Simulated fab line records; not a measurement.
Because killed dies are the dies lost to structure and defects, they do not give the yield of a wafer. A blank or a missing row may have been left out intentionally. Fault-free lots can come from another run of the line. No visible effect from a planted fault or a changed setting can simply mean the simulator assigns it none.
Which tool was responsible? | flow ritCmos | 13 lots with 39 wafers sampled at 5 steps, on a route of 202 steps

== WHAT EACH GAUGE READ, for each wafer ==
RIT_PWELL_OVL_MEAS_06.
lot  | measured    | on         | PWELL_OVL (nm)
L929 | day 1 23:09 | overlay-01 | 0.8 1.7 0.4
L930 | day 2 04:14 | overlay-01 | 2.5 1.5 1.4
L931 | day 2 09:12 | overlay-01 | -0.1 -0.4 -0.2
L932 | day 2 13:26 | overlay-02 | 0.7 0.9 0.5
L933 | day 2 21:07 | overlay-02 | 0.6 1.6 1.3
L934 | day 3 00:34 | overlay-01 | 1.1 0.2 1.9
L935 | day 3 05:07 | overlay-01 | -1.0 1.0 -0.7
L941 | day 4 10:10 | overlay-02 | -0.4 -0.7 0.2
L945 | day 5 06:46 | overlay-02 | 2.0 0.5 1.9
L946 | day 5 10:59 | overlay-01 | -1.6 -2.4 -1.7
L948 | day 5 20:50 | overlay-01 | -1.4 -0.4 -3.1
L951 | day 6 12:52 | overlay-02 | -1.9 1.0 -1.1
L952 | day 6 17:04 | overlay-01 | -0.5 0.0 -3.2

RIT_NLDD_OVL_MEAS_06.
lot  | measured    | on         | NLDD_OVL (nm)
L929 | day 2 23:05 | overlay-02 | -0.4 0.5 0.6
L930 | day 2 23:37 | overlay-02 | -0.5 -0.1 -0.1
L931 | day 3 08:31 | overlay-01 | 0.5 -1.0 -1.7
L932 | day 3 10:15 | overlay-02 | 2.4 3.1 0.4
L933 | day 3 17:31 | overlay-01 | 2.5 1.4 0.7
L934 | day 3 19:11 | overlay-02 | 1.4 -0.6 1.2
L935 | day 3 23:56 | overlay-01 | -0.8 -0.4 -1.4
L941 | day 5 04:43 | overlay-01 | 0.2 0.1 -0.4
L945 | day 6 01:23 | overlay-01 | 2.6 1.6 0.8
L946 | day 6 05:24 | overlay-02 | 0.5 1.5 0.4
L948 | day 6 16:46 | overlay-01 | -1.2 1.0 -1.9
L951 | day 7 08:19 | overlay-01 | 1.1 1.5 0.2
L952 | day 7 11:34 | overlay-01 | 0.6 0.9 0.3

RIT_SPACER_THK_MEAS_04.
lot  | measured    | on           | SPACER_NITRIDE_THK (nm)
L929 | day 3 03:31 | filmMetro-02 | 253.5 254.5 253.6
L930 | day 3 05:25 | filmMetro-01 | 248.7 248.8 249.1
L931 | day 3 13:49 | filmMetro-02 | 248.1 247.6 246.1
L932 | day 3 15:28 | filmMetro-03 | 245.5 243.9 243.5
L933 | day 3 21:54 | filmMetro-01 | 250.4 250.1 251.3
L934 | day 3 23:51 | filmMetro-03 | 248.6 246.5 249.1
L935 | day 4 04:30 | filmMetro-02 | 247.1 244.8 247.7
L941 | day 5 09:00 | filmMetro-03 | 356.5 354.0 354.2
L945 | day 6 07:07 | filmMetro-01 | 249.1 252.9 249.5
L946 | day 6 10:53 | filmMetro-01 | 246.9 248.9 247.5
L948 | day 6 21:10 | filmMetro-01 | 247.8 248.2 245.9
L951 | day 7 12:43 | filmMetro-01 | 248.4 245.2 246.9
L952 | day 7 15:58 | filmMetro-01 | 248.6 249.2 247.9

== WHICH TOOL RAN EACH LOT (tool, then ch and the chambers of the sampled wafers, then the start) ==
lot  | RIT_GATE_STRIP_20                  | RIT_SPACER_CVD_03
L929 | plasmaAsher-01 ch 0,1, day 2 18:00 | lpcvd-02 ch 0, day 3 01:35
L930 | plasmaAsher-03 ch 0,1, day 2 19:22 | lpcvd-02 ch 1, day 3 03:30
L931 | plasmaAsher-03 ch 0,1, day 3 04:16 | lpcvd-02 ch 1, day 3 10:56
L932 | plasmaAsher-04 ch 0,1, day 3 06:00 | lpcvd-01 ch 1, day 3 13:31
L933 | plasmaAsher-03 ch 0,1, day 3 12:46 | lpcvd-01 ch 0, day 3 19:59
L934 | plasmaAsher-03 ch 0,1, day 3 14:54 | lpcvd-01 ch 0, day 3 21:54
L935 | plasmaAsher-03 ch 0,1, day 3 19:35 | lpcvd-01 ch 0, day 4 02:35
L941 | plasmaAsher-04 ch 0,1, day 5 00:26 | lpcvd-01 ch 1, day 5 07:05
L945 | plasmaAsher-03 ch 0,1, day 5 21:01 | lpcvd-02 ch 1, day 6 04:14
L946 | plasmaAsher-04 ch 0,1, day 6 01:07 | lpcvd-02 ch 1, day 6 08:01
L948 | plasmaAsher-04 ch 0,1, day 6 11:45 | lpcvd-01 ch 0, day 6 19:15
L951 | plasmaAsher-01 ch 0,1, day 7 04:11 | lpcvd-02 ch 0, day 7 10:47
L952 | plasmaAsher-04 ch 0,1, day 7 07:24 | lpcvd-02 ch 1, day 7 14:03
- RIT_GATE_STRIP_20: strips in O2, time 180 s.
- RIT_SPACER_CVD_03: deposits Si3N4 from SiH2Cl2/NH3, target thk 250 nm, time 3300 s.

== WHAT THE TOOLS THEMSELVES READ (means of the sampled wafers that have a number; where no wafer has one, the mark that the record gives instead) ==
RIT_GATE_STRIP_20.
lot  | tool           | chamberPressureMTorr (mTorr) | drypumpMotorCurrentA (A)
L929 | plasmaAsher-01 | 4002                         | 5.7
L930 | plasmaAsher-03 | 4003                         | 5.7
L931 | plasmaAsher-03 | 3999                         | 5.7
L932 | plasmaAsher-04 | 3996                         | 5.3
L933 | plasmaAsher-03 | 3996                         | 5.7
L934 | plasmaAsher-03 | 3998                         | 5.6
L935 | plasmaAsher-03 | 4000                         | 5.6
L941 | plasmaAsher-04 | 3998                         | 5.3
L945 | plasmaAsher-03 | 4003                         | 5.5
L946 | plasmaAsher-04 | 4000                         | 5.3
L948 | plasmaAsher-04 | 4002                         | 5.1
L951 | plasmaAsher-01 | 3997                         | 5.7
L952 | plasmaAsher-04 | 4000                         | 5.3

RIT_SPACER_CVD_03.
lot  | tool     | spikeTcCentreC (C) | spikeTcLoadC (C) | spikeTcSourceC (C)
L929 | lpcvd-02 | 811.7              | 837.8            | 830.6
L930 | lpcvd-02 | 811.8              | 837.2            | 835.9
L931 | lpcvd-02 | 813.3              | 837.8            | 834.6
L932 | lpcvd-01 | 811.9              | 835.2            | 830.7
L933 | lpcvd-01 | 813.6              | 834.9            | 835.6
L934 | lpcvd-01 | 813.9              | 836.3            | 835.6
L935 | lpcvd-01 | 814.3              | 836.0            | 835.1
L941 | lpcvd-01 | 831.5              | 855.0            | 849.8
L945 | lpcvd-02 | 812.3              | 837.5            | 834.1
L946 | lpcvd-02 | 812.5              | 837.3            | 834.6
L948 | lpcvd-01 | 813.6              | 836.3            | 835.6
L951 | lpcvd-02 | 811.6              | 837.6            | 830.5
L952 | lpcvd-02 | 811.5              | 836.9            | 834.6

== THE ANSWER, worked out from the rows above alone ==
Rule: the lots themselves supply what counts as usual. The widest of any qualifying gaps counts: lots, ordered by their means at a reading, are off when they make up no more than a third of the lots, leave a main group of 4 or more, and stand apart from it by 3 or more times the standard deviation of that group's means. The tables above print the reading to a certain number of digits; a main group whose means all agree to those digits is not used. Also off: a lot with no number at a reading for which 4 or more lots have one. All remaining lots with rows at the step are treated as sound. Order of review: gauges by route order, followed by the tools' own readings, for which a lot's mean as printed above is used. The first step at which some lot is off is used, and at that step the reading that is off furthest; a lot without a number counts as furthest.
Off: L941, at RIT_SPACER_THK_MEAS_04 (SPACER_NITRIDE_THK). Mean 248.4 nm and standard deviation 2.3 in the main group.
A tool fits if, at a process step before that reading, it ran every lot that is off, and no sound lot after the first of them. The gauges at RIT_SPACER_THK_MEAS_04 aren't tried: what is off there is off at RIT_SPACER_CVD_03 too, on other tools, and a gauge's error can't cause that. Not one of the candidates tried fits.

== WHAT THE SIMULATOR HAD INSERTED ==
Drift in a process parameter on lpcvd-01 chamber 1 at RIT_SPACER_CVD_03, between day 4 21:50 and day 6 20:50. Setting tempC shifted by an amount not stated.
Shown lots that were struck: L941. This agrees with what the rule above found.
